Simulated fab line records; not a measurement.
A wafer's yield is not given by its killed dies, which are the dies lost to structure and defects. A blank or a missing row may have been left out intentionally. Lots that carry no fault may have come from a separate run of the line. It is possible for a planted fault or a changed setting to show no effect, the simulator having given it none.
Comparing a struck lot with a sound one / flow rit-cmos / 17 out of 202 route steps
Sound: wafers L108.2, L108.4, L108.5. Struck: wafers L113.2, L113.6. (L113.3 of the same lot was not struck and is left out.) The cause comes at the end.
Order at every step that has rows: each side's tool, ch and its chambers, its first start. Under that, the readings that differ: sound wafers / struck wafers / difference of the means / sigmas: that difference in standard deviations of wafers without a fault.
alike: words and numbers the same on both sides, and readings whose means are apart by under 2 such deviations; not compared: readings that were withheld, readings missing a value for some wafer, numbers with overlapping values and no deviation given by the record, and bounds like >300 which may hide the same value.
Wherever a step has rows on one side only, a row that says differs or no value, or a row with sigmas, the two part there. Numbers that don't overlap but have no deviation are shown without sigmas and don't part them. A reading missing from all wafers of one side parts the sides only when that side holds two or more wafers.

first, 1 step without rows for these wafers: RIT_PSD_IMPLANT_08.
RIT_PSD_STRIP_09: strips in O2, time 180 s.
  sound on plasma-asher-03 ch 0,1, day 4 07:41; struck on plasma-asher-01 ch 0,1, day 5 18:35
  alike: drypump-motor-current-A, o2-flow-sccm, rf-refl-power-W
  not compared: rf-hours-counter-h
RIT_PSD_TW_MEAS_10:
  sound on film-metro-03 at day 4 07:53; struck on film-metro-01 at day 5 18:46
  alike: PSD_TW
then, 3 steps without rows for these wafers: RIT_SDANNEAL_CLEAN_00 (cleans in SC1, time 600 s); RIT_SDANNEAL_CLEAN_01 (cleans in dHF, time 30 s); RIT_SDANNEAL_CLEAN_02 (cleans in SC2, time 600 s).
RIT_SDANNEAL_RTA_03: time 5 s.
  sound on rtp-anneal-01 ch 0, day 4 08:19; struck on rtp-anneal-02 ch 0, day 5 19:11
reading=wafer_temp_C_max; sound=1054.2 1053.8 1055.8; struck=1052.4 1051.7; difference=-2.5; sigmas=-2
RIT_SDANNEAL_RS_MEAS_04: measures by four-point-probe.
  sound on film-metro-03 at day 4 08:26; struck on film-metro-03 at day 5 19:16
  alike: PSD_RS
RIT_SDANNEAL_RS_MEAS_05: measures by four-point-probe.
  sound on film-metro-03 at day 4 08:33; struck on film-metro-03 at day 5 19:23
  alike: NSD_RS
RIT_SDANNEAL_RS_MEAS_06: measures by four-point-probe.
  sound on film-metro-03 at day 4 08:40; struck on film-metro-03 at day 5 19:30
reading=PLDD_RS (ohm/sq); sound=178.3 177.6 177.5; struck=178.9 179.1; difference=+1.2; sigmas=+2
RIT_SDANNEAL_RS_MEAS_07: measures by four-point-probe.
  sound on film-metro-03 at day 4 08:47; struck on film-metro-03 at day 5 19:37
reading=NLDD_RS (ohm/sq); sound=152.3 152.0 152.5; struck=151.5 151.1; difference=-1.0; sigmas=-2
then, 1 step without rows for these wafers: RIT_SILICIDE_WET_ETCH_00 (etches SiO2 in BOE, target depth 14 nm, time 15 s).
RIT_SILICIDE_SPUTTER_01: material Ti, target thk 30 nm, time 240 s.
  sound on pvd-sputter-02 at day 4 08:54; struck on pvd-sputter-02 at day 5 19:44
reading=model.Ti_of_SILICIDE_SPUTTER_01.thk-nm (nm); sound=29.78 30.45 29.68; struck=35.07 34.98; difference=+5.05; sigmas=
  alike: cathode-dc-power-W, throttle-valve-pct
RIT_SILICIDE_RS_MEAS_02: measures by four-point-probe.
  sound on film-metro-04 at day 4 09:04; struck on film-metro-04 at day 5 19:54
reading=SILICIDE_TI_RS (ohm/sq); sound=48.3 46.9 48.5; struck=39.4 39.5; difference=-8.4; sigmas=-15
RIT_SILICIDE_THK_MEAS_03: measures by xrf.
  sound on film-metro-04 at day 4 09:11; struck on film-metro-04 at day 5 20:01
reading=SILICIDE_TI_THK (nm); sound=30.4 31.1 30.4; struck=35.9 35.7; difference=+5.2; sigmas=+16
RIT_SILICIDE_RTA_04: time 10 s, ramp up 5 s, ramp down 5 s.
  sound on rtp-anneal-02 ch 0, day 4 09:14; struck on rtp-anneal-01 ch 0, day 5 20:04
  alike: wafer_temp_C_max
RIT_M1_PROBE_99:
  sound on prober-02 at day 4 16:07; struck on prober-01 at day 6 02:46
reading=killed-at-front-end; sound=9 12 7; struck=0 4; difference=-7; sigmas=-2
reading=killed-dies; sound=9 12 7; struck=0 4; difference=-7; sigmas=-2
reading=killed-short; sound=4 5 4; struck=0 0; difference=-4; sigmas=-2
reading=model.etest.npoly-line.line-ohm-um; sound=172.8 172.5 171.9; struck=157.6 161.4; difference=-12.9; sigmas=
reading=model.etest.ppoly-line.line-ohm-um; sound=167.2 165.8 163.1; struck=154.5 158.2; difference=-9.0; sigmas=
reading=model.etest.contact-pplus.end-ohm-um; sound=42.68 44.3 42.1; struck=50.44 49.98; difference=+7.18; sigmas=
reading=model.etest.contact-nplus.end-ohm-um; sound=40.89 41.17 41.78; struck=50.07 48.41; difference=+7.96; sigmas=
reading=model.etest.ppoly-line.width-nm (nm); sound=99.21 99.14 100.7; struck=96.9 95.63; difference=-3.4; sigmas=
reading=model.etest.npoly-line.width-nm (nm); sound=99.13 98.25 99.73; struck=95.94 95.42; difference=-3.36; sigmas=
reading=model.etest.npoly-line.rs-ohm-sq; sound=17.05 16.85 17.02; struck=15.27 15.37; difference=-1.65; sigmas=
reading=model.etest.ppoly-line.rs-ohm-sq; sound=16.59 16.22 16.63; struck=14.98 15.07; difference=-1.46; sigmas=
  alike: killed-open

== WHERE THEY PART ==
At RIT_SDANNEAL_RTA_03 first; at RIT_M1_PROBE_99 last (within this record only).

WHY: what had been put in by the simulator
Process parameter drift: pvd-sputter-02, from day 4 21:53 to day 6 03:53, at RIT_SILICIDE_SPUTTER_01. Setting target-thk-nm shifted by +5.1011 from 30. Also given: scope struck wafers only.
